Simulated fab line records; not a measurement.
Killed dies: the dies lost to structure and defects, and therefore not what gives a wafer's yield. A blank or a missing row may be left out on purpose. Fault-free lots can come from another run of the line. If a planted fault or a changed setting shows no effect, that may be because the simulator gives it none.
Comparing a struck lot with a sound one ; flow ritCmos ; 16 steps out of a route of 202
Sound: wafers L516.2, L516.3, L516.6. The struck wafers were L523.1, L523.3, L523.4. At the end, the cause is stated.
Per side, at each step with rows, come the tool, then ch with its chambers, and then its first start. Under that, the readings that differ: sound wafers ; struck wafers ; difference of the means ; sigmas: that difference in standard deviations of wafers without a fault.
alike: readings whose means differ by less than 2 such deviations, and words and numbers that are the same on both sides. not compared: withheld readings, readings that some wafer has no value for, bounds like >300 that may hide the same value, and numbers for which the record gives no deviation and whose values overlap.
The two part at a step that has a row with sigmas, a row that says differs or no value, or rows on one side only. Numbers that have no deviation but don't overlap get no sigmas and don't part them. A reading missing from all wafers of one side parts the sides only when that side holds two or more wafers.

RIT_GATE_THK_MEAS_07:
  sound: filmMetro-02 at day 3 23:34; struck: filmMetro-01 at day 5 14:41
reading;sound;struck;difference;sigmas
GATE_OXIDE_THK (nm);2.89 2.90 2.85;3.03 3.13 3.05;+0.19;+3
then, 1 step without rows for these wafers: RIT_GATE_CVD_08 (deposits poly-Si from SiH4, target thk 250 nm, time 2220 s).
RIT_GATE_THK_MEAS_09:
  sound: filmMetro-04 at day 4 01:14; struck: filmMetro-02 at day 5 16:22
  alike: GATE_POLY_THK
then, 6 steps without rows for these wafers: RIT_GATE_HMDS_10 (prime time 60 s); RIT_GATE_COAT_11 (resist thk 850 nm); RIT_GATE_SOFTBAKE_12 (time 60 s); RIT_GATE_EXPOSE_13 (exposes mask M6, target cd 150 nm); RIT_GATE_PEB_14; RIT_GATE_DEVELOP_15 (develop time 50 s).
RIT_GATE_CD_MEAS_16: the cd target is 150 nm.
  sound: cdSem-01 at day 4 02:16; struck: cdSem-02 at day 5 17:16
  alike: cdNm
RIT_GATE_OVL_MEAS_17:
  sound: overlay-01 at day 4 02:22; struck: overlay-01 at day 5 17:23
  alike: GATE_OVL
then, 1 step without rows for these wafers: RIT_GATE_HARDBAKE_18 (time 60 s).
RIT_GATE_ETCH_19: etches poly-Si in SF6/CHF3/O2, stops on SiO2, time 165 s, target depth 312.5 nm.
  sound on rieSi-02 ch 0,2,3, day 4 02:33; struck on rieSi-01 ch 0,1,3, day 5 17:40
  no value came back on the struck wafers for any of 6 readings (CHF3_flow_sccm (sccm), O2_flow_sccm (sccm) and others); on the sound wafers CHF3_flow_sccm (sccm) reads 30.06 30.01 30.17
reading;sound;struck;difference;sigmas
model.NOVOLAK_of_GATE_COAT_11.thkNm (nm);667.4 673.4 673.4;755.6 754.1 755;+83.5;
  not compared: rfHoursCounterH, model.SiO2_of_FOX2_OXIDATION_00.thkNm
RIT_GATE_STRIP_20: strips in O2, time 180 s.
  sound on plasmaAsher-03 ch 0,1, day 4 02:40; struck on plasmaAsher-01 ch 0,1, day 5 17:47
  alike: drypumpMotorCurrentA
  not compared: rfHoursCounterH
RIT_GATE_CD_MEAS_90: the cd target is 150 nm.
  sound: cdSem-02 at day 4 02:52; struck: cdSem-01 at day 5 17:57
reading;sound;struck;difference;sigmas
cdNm (nm);147.2 148.5 147.4;- - -;no value on the struck wafers;
RIT_M1_PROBE_99:
  sound: prober-01 at day 4 22:41; struck: prober-02 at day 6 13:37
reading;sound;struck;difference;sigmas
hold;- - -;awaitDispo/3.1h/scrap awaitDispo/3.1h/scrap awaitDispo/3.1h/scrap;no value on the sound wafers;
killedAtFrontEnd;5 7 4;264 264 264;+259;+83
killedDies;5 7 4;264 264 264;+259;+83
killedOnRim;0 0 0;70 70 70;+70;+50
  alike: killedAtContacts, killedOpen, killedShort

## WHERE THEY PART
First at RIT_GATE_THK_MEAS_07; last, within this record, at RIT_M1_PROBE_99.

WHY: the cause the simulator had injected
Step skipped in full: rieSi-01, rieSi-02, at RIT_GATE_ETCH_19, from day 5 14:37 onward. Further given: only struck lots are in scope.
